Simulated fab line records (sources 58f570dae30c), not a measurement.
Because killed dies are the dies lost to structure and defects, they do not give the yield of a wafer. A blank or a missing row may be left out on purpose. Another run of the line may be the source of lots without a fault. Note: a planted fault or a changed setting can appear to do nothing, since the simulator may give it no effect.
2 desks looking at one fault | flow berkeley_cmos170 | each desk has only its own numbers; what lay behind them comes last

== THE TOOL OWNER'S DESK: pvd_sputter-01 ==
The tool's own readings at UCB170_M1_SPUTTER_00 (material Al, target thk 600 nm, time 80 s): means of the sampled wafers that have a number, for each lot that ran on this tool. A lot is out of limits, marked OUT, if its mean lies more than 4 standard deviations from the usual mean; the brackets give that distance.
Columns: A = cathode_dc_power_W at UCB170_M1_SPUTTER_00, usual 6000.1 W; B = throttle_valve_pct at UCB170_M1_SPUTTER_00, usual 29.8 %
lot  | first seen here | A                | B
L591 | day 9 02:11     | 6000.7           | 28.6
L592 | day 9 12:05     | 5999.7           | 30.0
L603 | day 11 12:28    | 6079.7 (+72) OUT | 30.2
L605 | day 11 20:07    | 6080.7 (+73) OUT | 29.6
This desk finds L603, L605 out of limits, L603 being first, at day 11 12:28 (cathode_dc_power_W at UCB170_M1_SPUTTER_00). In limits: L591, L592.

== FROM THE METROLOGY DESK ==
Means of the sampled wafers that have a number, per lot and without regard to the tool the lot ran on: this is what the gauges read. A lot is out of limits, marked OUT, if its mean lies more than 4 standard deviations from the usual mean; the brackets give that distance.
Columns: A = cd_nm at UCB170_CONTACT_CD_MEAS_15, usual 700.0 nm; B = CONTACT_OVL at UCB170_CONTACT_OVL_MEAS_16, usual 1 nm; C = cd_nm at UCB170_CONTACT_CD_MEAS_90, usual 700.4 nm; D = M1_AL_RS at UCB170_M1_RS_MEAS_01, usual 0.0484 ohm/sq; E = M1_AL_THK at UCB170_M1_THK_MEAS_02, usual 601 nm; F = cd_nm at UCB170_M1_CD_MEAS_09, usual 700.2 nm; G = M1_OVL at UCB170_M1_OVL_MEAS_10, usual 2 nm
lot  | first seen here | A     | B  | C     | D      | E   | F     | G
L591 | day 9 00:57     | 700.7 | 5  | 701.4 | 0.0483 | 603 | 700.6 | -4
L592 | day 9 11:23     | 700.0 | 1  | 700.4 | 0.0487 | 593 | 701.7 | 1
L603 | day 11 11:44    | 698.8 | -5 | 698.8 | 0.0483 | 609 | 702.2 | 5
L605 | day 11 19:19    | 701.9 | -1 | 702.6 | 0.0481 | 606 | 701.4 | 2
L607 | day 11 22:22    | 700.3 | -2 | 700.3 | 0.0482 | 608 | 701.0 | -1
L611 | day 12 21:28    | 700.4 | -2 | 700.8 | 0.0478 | 606 | 698.7 | 7
This desk's verdict: no lot among the 6 shows anything out of limits.

== TAKEN TOGETHER ==
The tool owner's desk had the chance to raise an alarm at day 11 12:28 on L603, L605.
Nothing out of limits was seen by the metrology desk.
The metrology desk has L603, L605 on record, within its limits.
UCB170_M1_SPUTTER_00 was run on pvd_sputter-01 by each of the lots named.

== WHAT THE SIMULATOR PUT IN ==
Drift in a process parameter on pvd_sputter-01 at UCB170_M1_SPUTTER_00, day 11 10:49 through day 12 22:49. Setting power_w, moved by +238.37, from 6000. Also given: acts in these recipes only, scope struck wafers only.
Shown lots that were struck: L603, L605.
Each desk's first reading out of limits, in hours after the fault started: the tool owner's desk, 2.
